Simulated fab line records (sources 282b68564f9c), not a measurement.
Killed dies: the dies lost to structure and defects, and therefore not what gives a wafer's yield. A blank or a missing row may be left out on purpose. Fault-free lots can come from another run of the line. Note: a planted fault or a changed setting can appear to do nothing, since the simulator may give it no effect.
fab line records | flow rit-cmos
[record] lots = 5 | wafers = 15 | last-day = 7
route steps=202 shown NSD@133 PSD@142 SDANNEAL@153 M1@202
lots that met no fault: from a run of the same line without faults
start-h: the number of hours between the record's first day and the start of the first shown wafer of the lot | wait-h: hours from the lot's prior step to this one | " unchanged from the row above | L1.1+2: a single row standing in for several wafers | - no value, or no start was given | * or withheld: withheld | < > ~ a bound
route shown NAME@n: names a module that has steps shown in the file, with the first one's number in the route | usual: the fault-free wafers' mean and standard deviation | same: alike in all rows | chamber/n: place in a boat | sites: per-site readings | _std_site: standard deviation of those values | _edge_site: the outer-site mean with the inner-site mean subtracted | radius-mm: for every site, how far away it sits from the centre of the wafer | mask NAME#n: copy n | behind: tool/chamber where the wafer was last shaped | hold: cause of the lot's hold/its duration in hours/its outcome | device: names the non-switching transistor (n, p or np) | end of line: the same wafers' tests at the end of the route | step lacking rows: just its recipe | killed: the dies lost at the first sort to structure and to defects; this is not the yield of the wafer | map: shows each die of a wafer: x if killed, . if not, _ if none is there
set.NAME: the setting as run; set.NAME@STEP: as run at that earlier step | model.NAME: the simulator's own value behind a step, which no gauge read
lots at selected steps of the route; one table per step, one row per wafer
services: a tool's chamber out of use, with start hour (start-h, from the record's first day; less than 0 if before it), hours out, and reason
[[steps]]
[step RIT_NSD_SOFTBAKE_02]
[recipe] resist = NOVOLAK | temp-c = 90 | time-s = 60
[step RIT_NSD_EXPOSE_03]
[recipe] mask-id = M9 | na = 0.57 | target-cd-nm = 40700 | dose-mj = 250
[step RIT_NSD_PEB_04]
[recipe] resist = NOVOLAK | temp-c = withheld | time-s = withheld
[step RIT_NSD_DEVELOP_05]
[recipe] resist = NOVOLAK | develop-time-s = 50 | dev-temp-c = 23
[step RIT_NSD_OVL_MEAS_06]
[usual] NSD_OVL = -0.6/1.2
lot.wafer | tool       | chamber | start-h | wait-h | NSD_OVL[nm]
L664.1    | overlay-01 | -       | 72.56   | -      | -0.8
L664.3    | "          | -       | "       | "      | 0.0
L664.6    | "          | -       | "       | "      | -1.2
L669.1    | overlay-02 | -       | 102.97  | -      | 1.4
L669.2    | "          | -       | "       | "      | 3.3
L669.4    | "          | -       | "       | "      | 1.2
L677.1    | overlay-01 | -       | 141.17  | -      | -1.8
L677.4    | "          | -       | "       | "      | 0.4
L677.6    | "          | -       | "       | "      | -0.7
L682.3    | overlay-02 | -       | 165.32  | -      | -0.5
L682.4    | "          | -       | "       | "      | 0.9
L682.6    | "          | -       | "       | "      | -2.0
L683.1    | overlay-01 | -       | 167.71  | -      | -0.5
L683.5    | "          | -       | "       | "      | -1.7
L683.6    | "          | -       | "       | "      | 0.0
[step RIT_NSD_HARDBAKE_07]
[recipe] resist = NOVOLAK | temp-c = 140 | time-s = 60
[step RIT_NSD_IMPLANT_08]
[recipe] species = P | energy-kev = 25 | dose-cm2 = 1e+15 | tilt-deg = 7
[step RIT_NSD_STRIP_09]
[recipe] chemistry = O2 | time-s = 180 | resist = NOVOLAK | platen-temp-c = withheld | power-w = 500 | pressure-mtorr = 4000 | o2-flow-sccm = 4000
[usual] drypump-motor-current-A = 5.8/0.42
lot.wafer | tool            | chamber | start-h | wait-h | drypump-motor-current-A | rf-hours-counter-h
L664.1    | plasma-asher-03 | 0       | 72.89   | 0.1    | 5.8                     | 38
L664.3    | "               | 0       | "       | "      | 5.8                     | -
L664.6    | "               | 1       | "       | "      | 5.2                     | -
L669.1    | plasma-asher-04 | 0       | 103.31  | 0.1    | 6.4                     | 48
L669.2    | "               | 1       | "       | "      | 5.7                     | 48
L669.4    | "               | 1       | "       | "      | 5.7                     | -
L677.1    | plasma-asher-04 | 0       | 141.51  | 0.1    | 6.4                     | 53
L677.4    | "               | 1       | "       | "      | 5.7                     | -
L677.6    | "               | 1       | "       | "      | 5.7                     | -
L682.3    | plasma-asher-01 | 1       | 165.70  | 0.1    | 6.1                     | -
L682.4    | "               | 0       | "       | "      | 5.2                     | -
L682.6    | "               | 0       | "       | "      | 5.2                     | -
L683.1    | plasma-asher-03 | 0       | 168.05  | 0.1    | 5.9                     | 49
L683.5    | "               | 1       | "       | "      | 5.2                     | -
L683.6    | "               | 0       | "       | "      | 5.8                     | -
[step RIT_NSD_TW_MEAS_10]
[usual] NSD_TW = 3140/18
lot.wafer | tool          | chamber | start-h | wait-h | NSD_TW
L664.1    | film-metro-03 | -       | 73.07   | 0.1    | 3140
L664.3    | "             | -       | "       | "      | 3161
L664.6    | "             | -       | "       | "      | 3147
L669.1    | film-metro-02 | -       | 103.48  | 0.1    | 3117
L669.2    | "             | -       | "       | "      | 3106
L669.4    | "             | -       | "       | "      | 3119
L677.1    | film-metro-02 | -       | 141.68  | 0.1    | 3124
L677.4    | "             | -       | "       | "      | 3111
L677.6    | "             | -       | "       | "      | 3118
L682.3    | film-metro-04 | -       | 165.84  | 0.1    | 3131
L682.4    | "             | -       | "       | "      | 3147
L682.6    | "             | -       | "       | "      | 3141
L683.1    | film-metro-03 | -       | 168.22  | 0.1    | 3153
L683.5    | "             | -       | "       | "      | 3153
L683.6    | "             | -       | "       | "      | 3149
[step RIT_PSD_HMDS_00]
[recipe] prime-time-s = 60 | prime-temp-c = 140
[step RIT_PSD_COAT_01]
[recipe] resist = NOVOLAK | spin-rpm = 3250 | resist-thk-nm = 1000
[step RIT_PSD_SOFTBAKE_02]
[recipe] resist = NOVOLAK | temp-c = 90 | time-s = 60
[step RIT_PSD_EXPOSE_03]
[recipe] mask-id = M10 | na = 0.57 | target-cd-nm = 40900 | dose-mj = 250
[usual] focus-offset-nm = 0.1/0.55
lot.wafer | tool             | chamber | start-h | wait-h | mask  | focus-offset-nm
L664.1    | iline-stepper-01 | 0       | 73.70   | 0.2    | M10#0 | 0.4
L664.3    | "                | 0       | "       | "      | M10#0 | 0.2
L664.6    | "                | 0       | "       | "      | M10#0 | 0.2
L669.1    | iline-stepper-02 | 0       | 103.99  | 0.1    | M10#0 | 0.7
L669.2    | "                | 0       | "       | "      | M10#0 | 0.2
L669.4    | "                | 0       | "       | "      | M10#0 | -0.8
L677.1    | iline-stepper-01 | 0       | 142.19  | 0.1    | M9#0  | 0.3
L677.4    | "                | 0       | "       | "      | M9#0  | 0.2
L677.6    | "                | 0       | "       | "      | M9#0  | 0.5
L682.3    | iline-stepper-01 | 0       | 166.49  | 0.2    | M10#0 | 0.4
L682.4    | "                | 0       | "       | "      | M10#0 | -0.5
L682.6    | "                | 0       | "       | "      | M10#0 | 0.0
L683.1    | iline-stepper-01 | 0       | 168.73  | 0.1    | M10#0 | 0.4
L683.5    | "                | 0       | "       | "      | M10#0 | 0.8
L683.6    | "                | 0       | "       | "      | M10#0 | 1.7
[step RIT_PSD_PEB_04]
[recipe] resist = NOVOLAK | temp-c = withheld | time-s = withheld
[step RIT_PSD_DEVELOP_05]
[recipe] resist = NOVOLAK | develop-time-s = 50 | dev-temp-c = 23
[step RIT_PSD_OVL_MEAS_06]
[usual] PSD_OVL = 0.2/1.1
lot.wafer | tool       | chamber | start-h | wait-h | PSD_OVL[nm]
L664.1    | overlay-01 | -       | 74.10   | -      | 0.8
L664.3    | "          | -       | "       | "      | -0.2
L664.6    | "          | -       | "       | "      | 1.3
L669.1    | overlay-02 | -       | 104.39  | -      | 1.5
L669.2    | "          | -       | "       | "      | 1.0
L669.4    | "          | -       | "       | "      | 1.7
L677.1    | overlay-02 | -       | 142.84  | -      | -
L677.4    | "          | -       | "       | "      | -
L677.6    | "          | -       | "       | "      | -
L682.3    | overlay-01 | -       | 166.87  | -      | -1.6
L682.4    | "          | -       | "       | "      | 0.1
L682.6    | "          | -       | "       | "      | -1.2
L683.1    | overlay-02 | -       | 169.13  | -      | -0.1
L683.5    | "          | -       | "       | "      | -0.5
L683.6    | "          | -       | "       | "      | 0.3
[step RIT_PSD_HARDBAKE_07]
[recipe] resist = NOVOLAK | temp-c = 140 | time-s = 60
[step RIT_PSD_IMPLANT_08]
[recipe] species = BF2 | energy-kev = 27 | dose-cm2 = 5e+15 | tilt-deg = 7
[step RIT_PSD_STRIP_09]
[recipe] chemistry = O2 | time-s = 180 | resist = NOVOLAK | platen-temp-c = withheld | power-w = 500 | pressure-mtorr = 4000 | o2-flow-sccm = 4000
[usual] drypump-motor-current-A = 5.8/0.39
lot.wafer | tool            | chamber | start-h | wait-h | drypump-motor-current-A | rf-hours-counter-h
L664.1    | plasma-asher-04 | 1       | 74.44   | 0.1    | 5.7                     | 45
L664.3    | "               | 1       | "       | "      | 5.8                     | -
L664.6    | "               | 1       | "       | "      | 5.7                     | -
L669.1    | plasma-asher-03 | 0       | 104.73  | 0.1    | 5.8                     | 41
L669.2    | "               | 1       | "       | "      | 5.2                     | 41
L669.4    | "               | 1       | "       | "      | 5.2                     | -
L677.1    | plasma-asher-03 | 0       | 143.18  | 0.1    | 5.8                     | 46
L677.4    | "               | 0       | "       | "      | 5.8                     | -
L677.6    | "               | 1       | "       | "      | 5.2                     | -
L682.3    | plasma-asher-02 | 0       | 167.25  | 0.1    | 6.2                     | -
L682.4    | "               | 1       | "       | "      | 5.8                     | -
L682.6    | "               | 0       | "       | "      | 6.2                     | -
L683.1    | plasma-asher-04 | 0       | 169.47  | 0.1    | 6.4                     | 56
L683.5    | "               | 1       | "       | "      | 5.8                     | -
L683.6    | "               | 0       | "       | "      | 6.4                     | -
[step RIT_PSD_TW_MEAS_10]
[usual] PSD_TW = 3440/20
lot.wafer | tool          | chamber | start-h | wait-h | PSD_TW
L664.1    | film-metro-03 | -       | 74.61   | 0.1    | 3477
L664.3    | "             | -       | "       | "      | 3471
L664.6    | "             | -       | "       | "      | 3484
L669.1    | film-metro-03 | -       | 104.90  | 0.1    | 3423
L669.2    | "             | -       | "       | "      | 3439
L669.4    | "             | -       | "       | "      | 3441
L677.1    | film-metro-02 | -       | 143.36  | 0.1    | 30
L677.4    | "             | -       | "       | "      | 30
L677.6    | "             | -       | "       | "      | 30
L682.3    | film-metro-04 | -       | 167.38  | 0.1    | 3453
L682.4    | "             | -       | "       | "      | 3451
L682.6    | "             | -       | "       | "      | 3434
L683.1    | film-metro-02 | -       | 169.64  | 0.1    | 3436
L683.5    | "             | -       | "       | "      | 3435
L683.6    | "             | -       | "       | "      | 3446
[step RIT_SDANNEAL_CLEAN_00]
[recipe] chemistry = SC1 | mix = 3:3:50 | time-s = 600 | temp-c = 75
[step RIT_M1_PROBE_99]
[usual] killed-at-contacts = 0.0/0.22 | killed-at-front-end = 6.5/2.8 | killed-dies = 6.5/2.8 | killed-on-rim = 1.7/1.3 | killed-open = 3.2/1.8 | killed-short = 3.3/2
[same] gross-dies = 264 | killed_at_M0_to_M3 = 0 | killed_at_M4_up = 0 | killed-at-back-side = 0 | killed-at-other = 0
lot.wafer | tool      | chamber | start-h | wait-h | killed-at-contacts | killed-at-front-end | killed-dies | killed-on-rim | killed-open | killed-short
L664.1    | prober-02 | -       | 83.06   | 0.1    | 0                  | 6                   | 6           | 1             | 3           | 3
L664.3    | prober-02 | -       | 83.16   | 0.2    | 0                  | 7                   | 7           | 4             | 0           | 7
L664.6    | prober-02 | -       | 83.31   | 0.2    | 0                  | 4                   | 4           | 1             | 3           | 1
L669.1    | prober-02 | -       | 112.82  | 0.1    | 0                  | 2                   | 2           | 0             | 2           | 0
L669.2    | prober-02 | -       | 112.87  | 0.1    | 0                  | 9                   | 9           | 2             | 2           | 7
L669.4    | prober-02 | -       | 112.97  | 0.2    | 0                  | 11                  | 11          | 1             | 6           | 5
L677.1    | prober-02 | -       | 151.59  | 0.1    | 1                  | 263                 | 264         | 70            | 3           | 2
L677.4    | prober-02 | -       | 151.74  | 0.2    | 0                  | 264                 | 264         | 70            | 3           | 2
L677.6    | prober-02 | -       | 151.84  | 0.2    | 0                  | 264                 | 264         | 70            | 3           | 6
L682.3    | prober-01 | -       | 175.48  | 0.2    | 0                  | 9                   | 9           | 2             | 5           | 4
L682.4    | prober-01 | -       | 175.53  | 0.2    | 0                  | 14                  | 14          | 7             | 8           | 6
L682.6    | prober-01 | -       | 175.63  | 0.2    | 0                  | 4                   | 4           | 0             | 4           | 0
L683.1    | prober-02 | -       | 177.53  | 0.1    | 0                  | 3                   | 3           | 0             | 1           | 2
L683.5    | prober-02 | -       | 177.73  | 0.2    | 0                  | 3                   | 3           | 1             | 2           | 1
L683.6    | prober-02 | -       | 177.78  | 0.2    | 0                  | 11                  | 11          | 3             | 8           | 3
// killed by level:class
L664.1 GATE:geometric-particle:open=1 GATE:geometric-particle:short=1 REOX:geometric-particle:open=1 SPACER:geometric-particle:open=1 SPACER:geometric-particle:short=1 SILICIDE:geometric-particle:short=1
L664.3 GATE:geometric-particle:short=4 FOX1:geometric-particle:short=1 FOX2:geometric-particle:short=1 REOX:geometric-particle:short=1
L664.6 GATE:geometric-particle:open=2 FOX2:geometric-particle:open=1 SILICIDE:geometric-particle:short=1
L669.1 GATE:geometric-particle:open=1 REOX:geometric-particle:open=1
L669.2 REOX:geometric-particle:short=4 GATE:geometric-particle:short=3 GATE:geometric-particle:open=1 REOX:geometric-particle:open=1
L669.4 GATE:geometric-particle:open=4 GATE:geometric-particle:short=3 REOX:geometric-particle:short=2 FOX1:geometric-particle:open=1 REOX:geometric-particle:open=1
L677.1 PSD:area-expose=259 GATE:geometric-particle:open=1 REOX:geometric-particle:open=1 SPACER:geometric-particle:short=1 SILICIDE:geometric-particle:open=1 CONTACT:geometric-particle:short=1
L677.4 PSD:area-expose=259 GATE:geometric-particle:open=3 GATE:geometric-particle:short=1 SILICIDE:geometric-particle:short=1
L677.6 PSD:area-expose=255 GATE:geometric-particle:short=4 FOX1:geometric-particle:short=1 FOX1:geometric-particle:open=1 GATE:geometric-particle:open=1 REOX:geometric-particle:open=1 REOX:geometric-particle:short=1
L682.3 REOX:geometric-particle:short=3 GATE:geometric-particle:open=2 REOX:geometric-particle:open=1 SPACER:geometric-particle:open=1 SILICIDE:geometric-particle:open=1 SILICIDE:geometric-particle:short=1
L682.4 REOX:geometric-particle:open=3 GATE:geometric-particle:short=2 GATE:geometric-particle:open=2 REOX:geometric-particle:short=2 SPACER:geometric-particle:open=2 ACTIVE:geometric-particle:open=1 FOX1:geometric-particle:short=1 SPACER:geometric-particle:short=1
L682.6 FOX1:geometric-particle:open=2 SPACER:geometric-particle:open=1 SILICIDE:geometric-particle:open=1
L683.1 GATE:geometric-particle:open=1 GATE:geometric-particle:short=1 SPACER:geometric-particle:short=1
L683.5 GATE:geometric-particle:open=1 GATE:geometric-particle:short=1 SILICIDE:geometric-particle:open=1
L683.6 SPACER:geometric-particle:open=4 GATE:geometric-particle:short=2 GATE:geometric-particle:open=2 FOX1:geometric-particle:open=1 SILICIDE:geometric-particle:short=1 SILICIDE:geometric-particle:open=1
// map L677.1 (x killed, . not)
________xxxxxxx_______
_____xxxxxxxxxxxxx____
____xxxxxxxxxxxxxxx___
___xxxxxxxxxxxxxxxxx__
__xxxxxxxxxxxxxxxxxxx_
__xxxxxxxxxxxxxxxxxxx_
_xxxxxxxxxxxxxxxxxxxxx
_xxxxxxxxxxxxxxxxxxxxx
_xxxxxxxxxxxxxxxxxxxxx
_xxxxxxxxxxxxxxxxxxxxx
__xxxxxxxxxxxxxxxxxxx_
__xxxxxxxxxxxxxxxxxxx_
___xxxxxxxxxxxxxxxxx__
____xxxxxxxxxxxxxxx___
_____xxxxxxxxxxxxx____
________xxxxxxx_______
// map L664.3 (x killed, . not)
________......._______
_____.............____
____...............___
___.................__
__..................._
__..................x_
_..x..................
_.....................
_.....................
_...x.................
__...............x..x_
__..................._
___...............x.__
____...............___
_____...x.........____
________......._______
[[services]]
tool             | chamber | start-h | hours | kind
plasma-asher-01  | -       | 75.98   | 2.8   | pm
iline-stepper-01 | -       | 88.92   | 28.9  | pm
plasma-asher-03  | -       | 102.96  | 1.5   | repair
plasma-asher-01  | -       | 108.75  | 9.0   | pm
plasma-asher-01  | 0       | 108.75  | 9.0   | vent-cycle
plasma-asher-01  | 1       | 108.75  | 9.0   | vent-cycle
plasma-asher-01  | 0       | 117.75  | -     | clean
plasma-asher-01  | 1       | 117.75  | -     | clean
plasma-asher-02  | -       | 119.58  | 1.3   | repair
plasma-asher-01  | -       | 123.57  | 7.8   | repair
[[key]]
[first-sign] step = RIT_PSD_EXPOSE_03 | reading = mask | direction = changed
[effect] step = RIT_PSD_OVL_MEAS_06 | reading = PSD_OVL | direction = missing
[effect] step = RIT_PSD_TW_MEAS_10 | reading = PSD_TW | direction = down | sigmas = 99+ | usual = 3440 | struck = 30
[effect] step = RIT_M1_PROBE_99 | reading = killed-at-front-end | direction = up | sigmas = 93 | usual = 6.5 | struck = 263.7
[more-kills-born-at] RIT_PSD_EXPOSE_03@iline-stepper-01 = 773
met-at RIT_PSD_EXPOSE_03
struck-wafers L677.1,L677.4,L677.6
tester-left-out L677
onset-between 73.70 142.19
[fault] kind = wrong-mask | tool = any | chamber = - | onset-h = 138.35 | steps = RIT_PSD_EXPOSE_03 | aux-copy = M9#0 | scope = struck-lots-only
// tester-left-out: of these lots the tester's yield and bins aren't shown, on N5 and GAA mostly nor the transistor test; their killed dies are dies lost to structure and defects alone, not to doping, threshold or leakage, so they don't give the yield
